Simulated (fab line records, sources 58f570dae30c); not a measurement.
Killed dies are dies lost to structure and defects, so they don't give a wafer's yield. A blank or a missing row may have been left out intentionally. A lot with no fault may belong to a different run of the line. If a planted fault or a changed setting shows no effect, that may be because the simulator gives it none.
fab line records | flow berkeley-cmos170
[record] lots = 6 | wafers = 18 | last-day = 12
route steps=331 shown M3@311
lots that met no fault: taken from a fault-free run of the same line
start-h: the number of hours between the record's first day and the start of the first shown wafer of the lot | wait-h: how many hours have passed since the lot's step before this one | " repeats the value in the row above | L1.1+2: one row covering several wafers at once | - value missing, or start not given | * or withheld: withheld | < > ~ a bound
route shown NAME@n: NAME is a module with steps in the file, n the number in the route of the first one | usual: mean/standard deviation taken from wafers without a fault | same: alike in all rows | chamber/n: place in a boat | sites: each site's reading | _std_site: the standard deviation of these | _edge_site: the outer-site mean with the inner-site mean subtracted | radius-mm: how far each site lies from the wafer's centre | mask NAME#n: copy n | behind: tool/chamber where the wafer was last shaped | hold: why the lot went on hold/how many hours it stayed there/how the hold came to an end | device: names the non-switching transistor (n, p or np) | end of line: the same wafers' tests at the end of the route | a step with no rows: only its recipe | killed: the dies lost at the first sort to structure and to defects; this is not the yield of the wafer | map: per-die view of a wafer (x killed, . not killed, _ where there is no die)
set.NAME: the setting that was run; set.NAME@STEP: the one run at that earlier step | model.NAME: the simulator's own value behind a step, which no gauge read
lots seen at some steps along the route; tables by step, rows by wafer
services: when a tool's chamber went out of use (start-h, in hours from the record's first day, below 0 if earlier), for how many hours, and the reason
[[steps]]
[step UCB170_M3_RS_MEAS_02]
[recipe] thk-meas-gauge = four-point-probe | reads = Al_of_M3_SPUTTER_01
[usual] M3_AL_RS = 0.0322/0.00039
lot.wafer | tool          | chamber | start-h | wait-h | M3_AL_RS[ohm/sq]
L346.1    | film-metro-04 | -       | 209.25  | 0.0    | 0.0321
L346.4    | "             | -       | "       | "      | 0.0325
L346.5    | "             | -       | "       | "      | 0.0321
L345.1    | film-metro-01 | -       | 210.57  | 0.0    | 0.0326
L345.3    | "             | -       | "       | "      | 0.0325
L345.5    | "             | -       | "       | "      | 0.0325
L350.2    | film-metro-04 | -       | 221.50  | 0.1    | 0.0322
L350.5    | "             | -       | "       | "      | 0.0323
L350.6    | "             | -       | "       | "      | 0.0322
L352.3    | film-metro-04 | -       | 230.77  | 0.1    | 0.0324
L352.4    | "             | -       | "       | "      | 0.0324
L352.6    | "             | -       | "       | "      | 0.0322
L353.1    | film-metro-03 | -       | 233.50  | 0.0    | 0.0324
L353.2    | "             | -       | "       | "      | 0.0326
L353.6    | "             | -       | "       | "      | 0.0326
L361.1    | film-metro-03 | -       | 282.31  | 0.0    | 0.0314
L361.3    | "             | -       | "       | "      | 0.0319
L361.5    | "             | -       | "       | "      | 0.0320
[step UCB170_M3_THK_MEAS_03]
[recipe] thk-meas-gauge = xrf | reads = Al_of_M3_SPUTTER_01
[usual] M3_AL_THK = 896/11
lot.wafer | tool          | chamber | start-h | wait-h | M3_AL_THK[nm]
L346.1    | film-metro-04 | -       | 209.37  | 0.1    | 904
L346.4    | "             | -       | "       | "      | 894
L346.5    | "             | -       | "       | "      | 899
L345.1    | film-metro-01 | -       | 210.69  | 0.1    | 880
L345.3    | "             | -       | "       | "      | 880
L345.5    | "             | -       | "       | "      | 882
L350.2    | film-metro-04 | -       | 221.61  | 0.1    | 905
L350.5    | "             | -       | "       | "      | 897
L350.6    | "             | -       | "       | "      | 903
L352.3    | film-metro-04 | -       | 230.87  | 0.1    | 895
L352.4    | "             | -       | "       | "      | 899
L352.6    | "             | -       | "       | "      | 899
L353.1    | film-metro-03 | -       | 233.62  | 0.1    | 890
L353.2    | "             | -       | "       | "      | 881
L353.6    | "             | -       | "       | "      | 890
L361.1    | film-metro-03 | -       | 282.43  | 0.1    | 919
L361.3    | "             | -       | "       | "      | 910
L361.5    | "             | -       | "       | "      | 907
[step UCB170_M3_HMDS_04]
[recipe] prime-time-s = 60 | prime-temp-c = 100
[step UCB170_M3_COAT_05]
[recipe] resist = KrF | spin-rpm = 1500 | resist-thk-nm = 900
[step UCB170_M3_SOFTBAKE_06]
[recipe] resist = KrF | temp-c = 130 | time-s = 60
[step UCB170_M3_STRIP_07]
[recipe] chemistry = O2 | power-w = 400 | pressure-mtorr = 3500 | platen-temp-c = withheld | o2-flow-sccm = 400 | overash-fraction = 0.5
[usual] chamber-pressure-mTorr = 3500/3.2 | drypump-motor-current-A = 5.94/0.28 | oes-product-au = 0.735/0.0044 | strip-time-to-endpoint-s = 21.99/0.072
lot.wafer | tool            | chamber | start-h | wait-h | chamber-pressure-mTorr | drypump-motor-current-A | oes-product-au | rf-hours-counter-h | strip-time-to-endpoint-s
L346.1    | plasma-asher-02 | 0       | 210.11  | 0.1    | 3495                   | 5.55                    | 0.742          | 43                 | 21.99
L346.4    | "               | 0       | "       | "      | 3505                   | 5.56                    | 0.738          | -                  | 21.96
L346.5    | "               | 0       | "       | "      | 3498                   | 5.56                    | 0.737          | -                  | 21.96
L345.1    | plasma-asher-04 | 1       | 211.20  | 0.1    | 3495                   | 6.46                    | 0.726          | 9                  | 21.96
L345.3    | "               | 1       | "       | "      | 3501                   | 6.46                    | 0.734          | -                  | 22.01
L345.5    | "               | 1       | "       | "      | 3501                   | 6.46                    | 0.732          | -                  | 22.00
L350.2    | plasma-asher-03 | 0       | 222.24  | 0.1    | 3493                   | 5.79                    | 0.735          | 55                 | 21.97
L350.5    | "               | 1       | "       | "      | 3503                   | 5.90                    | 0.742          | -                  | 22.03
L350.6    | "               | 0       | "       | "      | 3499                   | 5.83                    | 0.732          | -                  | 22.05
L352.3    | plasma-asher-04 | 1       | 231.67  | 0.1    | 3498                   | 6.44                    | 0.744          | -                  | 22.03
L352.4    | "               | 0       | "       | "      | 3500                   | 5.86                    | 0.738          | -                  | 21.98
L352.6    | "               | 1       | "       | "      | 3500                   | 6.47                    | 0.735          | -                  | 22.00
L353.1    | plasma-asher-03 | 0       | 234.26  | 0.1    | 3494                   | 5.80                    | 0.738          | 57                 | 22.02
L353.2    | "               | 1       | "       | "      | 3506                   | 5.89                    | 0.738          | 57                 | 22.02
L353.6    | "               | 1       | "       | "      | 3493                   | 5.91                    | 0.728          | -                  | 22.01
L361.1    | plasma-asher-03 | 0       | 283.68  | 0.1    | 3496                   | 5.79                    | 0.734          | 63                 | 22.05
L361.3    | "               | 0       | "       | "      | 3498                   | 5.81                    | 0.725          | -                  | 22.11
L361.5    | "               | 1       | "       | "      | 3502                   | 5.89                    | 0.734          | -                  | 22.00
[step UCB170_M3_STRIP_08]
[recipe] chemistry = DMSO | temp-c = 80 | time-s = 600 | material = KrF
[step UCB170_M3_COAT_09]
[recipe] resist = BARC | temp-c = withheld | time-s = withheld | spin-rpm = 3000 | resist-thk-nm = withheld
[step UCB170_M3_COAT_10]
[recipe] resist = KrF | spin-rpm = 1500 | resist-thk-nm = 900
[step UCB170_M3_SOFTBAKE_11]
[recipe] resist = KrF | temp-c = 130 | time-s = 60
[step UCB170_M3_EXPOSE_12]
[recipe] mask-id = METAL3 | target-cd-nm = 700 | na = 0.5 | sigma-outer = 0.6 | source-shape = conventional | dose-mj = 26
[step UCB170_M3_PEB_13]
[recipe] peb-temp-c = 130 | peb-time-s = withheld | resist = KrF
[step UCB170_M3_DEVELOP_14]
[recipe] developer = TMAH | develop-time-s = 45 | resist = KrF | dev-temp-c = 21
[usual] chill-plate-temp-C = 23.01/0.095 | develop-time-s = 45/0
lot.wafer | tool           | chamber | start-h | wait-h | chill-plate-temp-C | develop-time-s | model.KrF_of_M3_COAT_10.thk-nm
L346.1    | litho-track-03 | -       | 211     | -      | -                  | -              | 896
L346.4    | "              | -       | "       | "      | -                  | -              | 898.5
L346.5    | "              | -       | "       | "      | -                  | -              | 899
L345.1    | litho-track-02 | -       | 212     | -      | -                  | -              | 896.9
L345.3    | "              | -       | "       | "      | -                  | -              | 900.5
L345.5    | "              | -       | 213     | -      | -                  | -              | 900
L350.2    | litho-track-01 | 0       | 223     | -      | 23.05              | 45             | 890.8
L350.5    | "              | 0       | 224     | -      | 23.02              | 45             | 887.8
L350.6    | "              | 0       | "       | "      | 23.07              | 45             | 887.9
L352.3    | litho-track-01 | 0       | 233     | -      | 22.93              | 45             | 885.3
L352.4    | "              | 0       | "       | "      | 22.96              | 45             | 884.5
L352.6    | "              | 0       | "       | "      | 22.87              | 45             | 883.2
L353.1    | litho-track-02 | 0       | 235     | -      | 23.00              | 45             | 882.1
L353.2    | "              | 0       | "       | "      | 23.01              | 45             | 884.8
L353.6    | "              | 0       | "       | "      | 23.08              | 45             | 883.5
L361.1    | litho-track-01 | 0       | 285     | -      | 22.98              | 45             | 884.9
L361.3    | "              | 0       | "       | "      | 23.02              | 45             | 885.1
L361.5    | "              | 0       | "       | "      | 22.90              | 45             | 884
[step UCB170_M3_CD_MEAS_15]
[recipe] target-cd-nm = 700
[usual] cd-nm = 700.2/1.3
lot.wafer | tool      | chamber | start-h | wait-h | cd-nm
L346.1    | cd-sem-01 | -       | 211.47  | -      | -
L346.4    | "         | -       | "       | "      | -
L346.5    | "         | -       | "       | "      | -
L345.1    | cd-sem-01 | -       | 213.07  | -      | -
L345.3    | "         | -       | "       | "      | -
L345.5    | "         | -       | "       | "      | -
L350.2    | cd-sem-02 | -       | 224.10  | -      | 699.6
L350.5    | "         | -       | "       | "      | 699.2
L350.6    | "         | -       | "       | "      | 700.0
L352.3    | cd-sem-02 | -       | 233.40  | -      | 700.9
L352.4    | "         | -       | "       | "      | 701.7
L352.6    | "         | -       | "       | "      | 700.1
L353.1    | cd-sem-01 | -       | 235.86  | -      | 698.7
L353.2    | "         | -       | "       | "      | 697.9
L353.6    | "         | -       | "       | "      | 698.1
L361.1    | cd-sem-02 | -       | 286.03  | -      | 699.2
L361.3    | "         | -       | "       | "      | 698.3
L361.5    | "         | -       | "       | "      | 699.9
[[services]]
tool            | chamber | start-h | hours | kind
litho-track-02  | -       | 212.70  | -     | consumable-replace:filter
plasma-asher-02 | -       | 239.56  | 0.5   | repair
plasma-asher-02 | -       | 261.21  | 2.8   | pm
[[key]]
[first-sign] step = UCB170_M3_DEVELOP_14 | reading = tool-record | direction = missing
effect none on later readings
[model-effect] step = UCB170_M3_DEVELOP_14 | value = KrF_of_M3_COAT_10.thk-nm | without = 884.3 | struck = 898.5
met-at UCB170_M3_DEVELOP_14
struck-wafers L345.1,L345.3,L345.5,L346.1,L346.4,L346.5
later-rows-left-out L345.1,L345.3,L345.5,L346.1,L346.4,L346.5
sort-left-out L345.1,L345.3,L345.5,L346.1,L346.4,L346.5
[fault] kind = skipped-step-whole | tool = litho-track-02,litho-track-03 | chamber = - | onset-h = 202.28 | steps = UCB170_M3_DEVELOP_14 | scope = struck-lots-only
// sort-left-out: the simulated sort isn't trusted on such a fault, so these wafers' sort isn't shown, and their yield isn't known
// later-rows-left-out: the simulator's readings of these wafers behind a module that went badly wrong aren't trusted and aren't shown, but for the sort
